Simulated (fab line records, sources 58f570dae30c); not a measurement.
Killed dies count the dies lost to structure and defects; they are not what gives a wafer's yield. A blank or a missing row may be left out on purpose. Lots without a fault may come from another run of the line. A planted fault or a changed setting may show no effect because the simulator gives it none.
Which tool is to blame? || flow berkeley-cmos170 || 14 lots with 42 wafers sampled at 5 steps, on a route of 331 steps

## WHAT THE GAUGES SHOWED, per wafer
UCB170_ACTIVE_THK_MEAS_06. Usual: ACTIVE_NITRIDE_THK typically reads 219.6 nm, with standard deviation 1.9.
{"lot": "L693", "measured": "day 4 02:38", "on": "film-metro-04", "ACTIVE_NITRIDE_THK (nm)": "219.5 220.7 218.8", "flag": ""}
{"lot": "L695", "measured": "day 4 11:36", "on": "film-metro-02", "ACTIVE_NITRIDE_THK (nm)": "220.3 222.3 221.2", "flag": ""}
{"lot": "L694", "measured": "day 4 11:37", "on": "film-metro-03", "ACTIVE_NITRIDE_THK (nm)": "219.0 219.5 220.3", "flag": ""}
{"lot": "L696", "measured": "day 4 16:42", "on": "film-metro-03", "ACTIVE_NITRIDE_THK (nm)": "219.1 219.1 219.2", "flag": ""}
{"lot": "L697", "measured": "day 4 17:47", "on": "film-metro-03", "ACTIVE_NITRIDE_THK (nm)": "220.0 220.2 221.1", "flag": ""}
{"lot": "L698", "measured": "day 4 17:47", "on": "film-metro-04", "ACTIVE_NITRIDE_THK (nm)": "222.7 222.0 222.6", "flag": ""}
{"lot": "L700", "measured": "day 5 06:56", "on": "film-metro-02", "ACTIVE_NITRIDE_THK (nm)": "219.5 218.6 217.0", "flag": ""}
{"lot": "L699", "measured": "day 5 06:56", "on": "film-metro-03", "ACTIVE_NITRIDE_THK (nm)": "219.0 219.5 218.6", "flag": ""}
{"lot": "L701", "measured": "day 5 17:20", "on": "film-metro-02", "ACTIVE_NITRIDE_THK (nm)": "222.5 222.5 222.4", "flag": ""}
{"lot": "L705", "measured": "day 6 17:38", "on": "film-metro-02", "ACTIVE_NITRIDE_THK (nm)": "219.4 218.5 219.3", "flag": ""}
{"lot": "L706", "measured": "day 6 17:39", "on": "film-metro-04", "ACTIVE_NITRIDE_THK (nm)": "218.4 221.8 219.1", "flag": ""}
{"lot": "L710", "measured": "day 7 17:25", "on": "film-metro-02", "ACTIVE_NITRIDE_THK (nm)": "223.3 221.9 223.9", "flag": ""}
{"lot": "L712", "measured": "day 8 09:53", "on": "film-metro-04", "ACTIVE_NITRIDE_THK (nm)": "217.4 218.6 217.2", "flag": ""}
{"lot": "L716", "measured": "day 9 11:54", "on": "film-metro-02", "ACTIVE_NITRIDE_THK (nm)": "217.0 217.4 218.1", "flag": ""}

UCB170_FIELD_THK_MEAS_90. Usual: FIELD_OXIDE_LEFT_1_THK typically reads 447 nm, with standard deviation 9.7.
{"lot": "L693", "measured": "day 4 20:22", "on": "film-metro-01", "FIELD_OXIDE_LEFT_1_THK (nm)": "446 455 449", "flag": ""}
{"lot": "L695", "measured": "day 5 04:14", "on": "film-metro-01", "FIELD_OXIDE_LEFT_1_THK (nm)": "440 440 451", "flag": ""}
{"lot": "L694", "measured": "day 5 04:14", "on": "film-metro-03", "FIELD_OXIDE_LEFT_1_THK (nm)": "457 457 460", "flag": ""}
{"lot": "L696", "measured": "day 5 10:34", "on": "film-metro-01", "FIELD_OXIDE_LEFT_1_THK (nm)": "461 459 460", "flag": ""}
{"lot": "L697", "measured": "day 5 10:41", "on": "film-metro-01", "FIELD_OXIDE_LEFT_1_THK (nm)": "443 450 445", "flag": ""}
{"lot": "L698", "measured": "day 5 10:37", "on": "film-metro-01", "FIELD_OXIDE_LEFT_1_THK (nm)": "457 455 458", "flag": ""}
{"lot": "L700", "measured": "day 5 22:44", "on": "film-metro-01", "FIELD_OXIDE_LEFT_1_THK (nm)": "453 461 463", "flag": ""}
{"lot": "L699", "measured": "day 5 22:45", "on": "film-metro-04", "FIELD_OXIDE_LEFT_1_THK (nm)": "475 462 460", "flag": ""}
{"lot": "L701", "measured": "day 6 13:38", "on": "film-metro-01", "FIELD_OXIDE_LEFT_1_THK (nm)": "448 451 449", "flag": ""}
{"lot": "L705", "measured": "day 7 13:14", "on": "film-metro-03", "FIELD_OXIDE_LEFT_1_THK (nm)": "439 440 437", "flag": ""}
{"lot": "L706", "measured": "day 7 13:13", "on": "film-metro-01", "FIELD_OXIDE_LEFT_1_THK (nm)": "433 436 435", "flag": ""}
{"lot": "L710", "measured": "day 8 14:20", "on": "film-metro-04", "FIELD_OXIDE_LEFT_1_THK (nm)": "445 442 449", "flag": ""}
{"lot": "L712", "measured": "day 9 06:53", "on": "film-metro-04", "FIELD_OXIDE_LEFT_1_THK (nm)": "440 440 435", "flag": ""}
{"lot": "L716", "measured": "day 10 08:40", "on": "film-metro-01", "FIELD_OXIDE_LEFT_1_THK (nm)": "446 458 446", "flag": ""}

UCB170_GATE_CD_MEAS_12 targets a cd of 350 nm. Usual: 349.8 nm for cd-nm, sd 1.6.
{"lot": "L693", "measured": "day 6 01:05", "on": "cd-sem-02", "cd-nm (nm)": "350.2 350.6 350.5", "flag": ""}
{"lot": "L695", "measured": "day 6 07:37", "on": "cd-sem-01", "cd-nm (nm)": "351.4 349.6 350.3", "flag": ""}
{"lot": "L694", "measured": "day 6 07:55", "on": "cd-sem-02", "cd-nm (nm)": "348.2 346.9 348.8", "flag": ""}
{"lot": "L696", "measured": "day 6 12:10", "on": "cd-sem-02", "cd-nm (nm)": "352.3 353.3 353.9", "flag": ""}
{"lot": "L697", "measured": "day 6 11:46", "on": "cd-sem-02", "cd-nm (nm)": "348.5 348.1 349.2", "flag": ""}
{"lot": "L698", "measured": "day 6 12:02", "on": "cd-sem-02", "cd-nm (nm)": "349.5 350.5 351.5", "flag": ""}
{"lot": "L700", "measured": "day 7 03:23", "on": "cd-sem-01", "cd-nm (nm)": "349.4 348.2 350.5", "flag": ""}
{"lot": "L699", "measured": "day 7 03:40", "on": "cd-sem-02", "cd-nm (nm)": "349.4 348.7 349.5", "flag": ""}
{"lot": "L701", "measured": "day 8 02:33", "on": "cd-sem-02", "cd-nm (nm)": "349.2 350.6 350.7", "flag": ""}
{"lot": "L705", "measured": "day 9 03:10", "on": "cd-sem-01", "cd-nm (nm)": "347.4 347.4 347.9", "flag": ""}
{"lot": "L706", "measured": "day 9 03:16", "on": "cd-sem-02", "cd-nm (nm)": "349.6 349.9 349.8", "flag": ""}
{"lot": "L710", "measured": "day 10 03:07", "on": "cd-sem-01", "cd-nm (nm)": "354.0 353.4 355.2", "flag": ""}
{"lot": "L712", "measured": "day 10 14:02", "on": "cd-sem-01", "cd-nm (nm)": "355.4 353.5 354.2", "flag": ""}
{"lot": "L716", "measured": "day 11 21:06", "on": "cd-sem-01", "cd-nm (nm)": "350.9 349.7 349.9", "flag": ""}

UCB170_V2_CD_MEAS_12 targets a cd of 700 nm. Usual: 699.7 nm for cd-nm, sd 1.2.
{"lot": "L693", "measured": "day 7 07:11", "on": "cd-sem-02", "cd-nm (nm)": "701.6 700.1 699.3", "flag": ""}
{"lot": "L695", "measured": "day 7 17:28", "on": "cd-sem-02", "cd-nm (nm)": "699.3 698.4 700.6", "flag": ""}
{"lot": "L694", "measured": "day 7 18:30", "on": "cd-sem-02", "cd-nm (nm)": "699.4 699.7 701.0", "flag": ""}
{"lot": "L696", "measured": "day 7 23:18", "on": "cd-sem-02", "cd-nm (nm)": "696.7 698.2 697.7", "flag": ""}
{"lot": "L697", "measured": "day 7 18:56", "on": "cd-sem-02", "cd-nm (nm)": "698.1 697.7 698.1", "flag": ""}
{"lot": "L698", "measured": "day 7 23:01", "on": "cd-sem-01", "cd-nm (nm)": "699.8 699.7 700.5", "flag": ""}
{"lot": "L700", "measured": "day 8 17:30", "on": "cd-sem-01", "cd-nm (nm)": "699.3 699.9 699.1", "flag": ""}
{"lot": "L699", "measured": "day 8 18:13", "on": "cd-sem-01", "cd-nm (nm)": "699.9 700.1 699.5", "flag": ""}
{"lot": "L701", "measured": "day 9 15:28", "on": "cd-sem-01", "cd-nm (nm)": "700.1 699.5 700.0", "flag": ""}
{"lot": "L705", "measured": "day 10 20:00", "on": "cd-sem-01", "cd-nm (nm)": "698.9 700.0 699.3", "flag": ""}
{"lot": "L706", "measured": "day 10 20:06", "on": "cd-sem-01", "cd-nm (nm)": "700.4 701.1 699.8", "flag": ""}
{"lot": "L710", "measured": "day 12 00:06", "on": "cd-sem-01", "cd-nm (nm)": "700.1 699.9 698.9", "flag": ""}
{"lot": "L712", "measured": "day 12 11:28", "on": "cd-sem-01", "cd-nm (nm)": "698.9 699.7 698.5", "flag": ""}
{"lot": "L716", "measured": "day 13 12:10", "on": "cd-sem-01", "cd-nm (nm)": "701.6 700.1 701.6", "flag": ""}

## WHICH TOOL RAN EACH LOT (tool, then ch and the chambers of the sampled wafers, then the start)
{"lot": "L693", "UCB170_GATE_PEB_10": "litho-track-03 ch 0, day 6 00:48"}
{"lot": "L695", "UCB170_GATE_PEB_10": "litho-track-03 ch 0, day 6 07:20"}
{"lot": "L694", "UCB170_GATE_PEB_10": "litho-track-03 ch 0, day 6 07:38"}
{"lot": "L696", "UCB170_GATE_PEB_10": "litho-track-01 ch 0, day 6 11:50"}
{"lot": "L697", "UCB170_GATE_PEB_10": "litho-track-03 ch 0, day 6 11:29"}
{"lot": "L698", "UCB170_GATE_PEB_10": "litho-track-02 ch 0, day 6 11:46"}
{"lot": "L700", "UCB170_GATE_PEB_10": "litho-track-02 ch 0, day 7 03:07"}
{"lot": "L699", "UCB170_GATE_PEB_10": "litho-track-01 ch 0, day 7 03:24"}
{"lot": "L701", "UCB170_GATE_PEB_10": "litho-track-01 ch 0, day 8 02:17"}
{"lot": "L705", "UCB170_GATE_PEB_10": "litho-track-02 ch 0, day 9 02:54"}
{"lot": "L706", "UCB170_GATE_PEB_10": "litho-track-01 ch 0, day 9 02:59"}
{"lot": "L710", "UCB170_GATE_PEB_10": "litho-track-03 ch 0, day 10 02:36"}
{"lot": "L712", "UCB170_GATE_PEB_10": "litho-track-03 ch 0, day 10 13:46"}
{"lot": "L716", "UCB170_GATE_PEB_10": "litho-track-02 ch 0, day 11 20:43"}
- UCB170_GATE_PEB_10

## WHAT THE TOOLS THEMSELVES READ (means of the sampled wafers that have a number; where no wafer has one, the mark that the record gives instead)
UCB170_GATE_PEB_10. Usual: chill-plate-temp-C 23.03 C, standard deviation 0.12; heater-power-total-W 56.79 W, standard deviation 0.042; plate-temp-C 130.02 C, standard deviation 0.14.
{"lot": "L693", "tool": "litho-track-03", "chill-plate-temp-C (C)": 22.95, "heater-power-total-W (W)": 56.75, "plate-temp-C (C)": 129.99, "flag": ""}
{"lot": "L695", "tool": "litho-track-03", "chill-plate-temp-C (C)": 23.11, "heater-power-total-W (W)": 56.80, "plate-temp-C (C)": 129.95, "flag": ""}
{"lot": "L694", "tool": "litho-track-03", "chill-plate-temp-C (C)": 23.04, "heater-power-total-W (W)": 56.83, "plate-temp-C (C)": 130.16, "flag": ""}
{"lot": "L696", "tool": "litho-track-01", "chill-plate-temp-C (C)": 23.11, "heater-power-total-W (W)": 56.80, "plate-temp-C (C)": 129.89, "flag": ""}
{"lot": "L697", "tool": "litho-track-03", "chill-plate-temp-C (C)": 22.78, "heater-power-total-W (W)": 56.80, "plate-temp-C (C)": 129.90, "flag": ""}
{"lot": "L698", "tool": "litho-track-02", "chill-plate-temp-C (C)": 22.98, "heater-power-total-W (W)": 56.79, "plate-temp-C (C)": 130.05, "flag": ""}
{"lot": "L700", "tool": "litho-track-02", "chill-plate-temp-C (C)": 23.16, "heater-power-total-W (W)": 56.80, "plate-temp-C (C)": 130.00, "flag": ""}
{"lot": "L699", "tool": "litho-track-01", "chill-plate-temp-C (C)": 22.75, "heater-power-total-W (W)": 56.77, "plate-temp-C (C)": 129.98, "flag": ""}
{"lot": "L701", "tool": "litho-track-01", "chill-plate-temp-C (C)": 23.02, "heater-power-total-W (W)": 56.80, "plate-temp-C (C)": 130.09, "flag": ""}
{"lot": "L705", "tool": "litho-track-02", "chill-plate-temp-C (C)": 23.09, "heater-power-total-W (W)": 56.79, "plate-temp-C (C)": 130.03, "flag": ""}
{"lot": "L706", "tool": "litho-track-01", "chill-plate-temp-C (C)": 23.01, "heater-power-total-W (W)": 56.82, "plate-temp-C (C)": 129.77, "flag": ""}
{"lot": "L710", "tool": "litho-track-03", "chill-plate-temp-C (C)": 22.96, "heater-power-total-W (W)": 56.47, "plate-temp-C (C)": 129.28, "flag": "OFF"}
{"lot": "L712", "tool": "litho-track-03", "chill-plate-temp-C (C)": 22.98, "heater-power-total-W (W)": 56.45, "plate-temp-C (C)": 129.41, "flag": "OFF"}
{"lot": "L716", "tool": "litho-track-02", "chill-plate-temp-C (C)": 23.11, "heater-power-total-W (W)": 56.79, "plate-temp-C (C)": 129.91, "flag": ""}

## THE ANSWER, worked out from the rows above alone
Rule: a lot counts as off when the mean over its wafers that have a number is more than 3 standard deviations away from the usual mean. A lot without any number at a reading at which 4 lots or more have one is off too. Where the step has rows for the other lots, those lots are counted as sound. After the gauges, taken in route order, come the tools' own readings; for these a lot's mean is taken, as printed above. The first step at which some lot is off is used, and at that step the reading that is off furthest; a lot without a number counts as furthest.
Off: L710, L712 (UCB170_GATE_PEB_10, heater-power-total-W).
If a tool, at that step or one of the process steps before it, ran each lot that is off and ran no sound lot following the first of them, it fits. One candidate fits, namely litho-track-03 at UCB170_GATE_PEB_10. A fault onset in the window from L697 (day 6 11:29, its last sound lot) to L710 (day 10 02:36, its first lot off) fits.
The tool's own readings at UCB170_GATE_PEB_10 bear it out: on the lots that are off they differ by more than 5 times the standard deviation of the sound lots' means. heater-power-total-W reads 56.46 W there against 56.80 W on the sound lots; plate-temp-C reads 129.34 C there against 129.98 C on the sound lots.

## WHAT THE SIMULATOR HAD INSERTED
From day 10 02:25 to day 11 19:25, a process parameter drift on litho-track-03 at UCB170_GATE_PEB_10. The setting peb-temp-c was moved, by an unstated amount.
Shown lots that were struck: L710, L712. The rule above found the same.
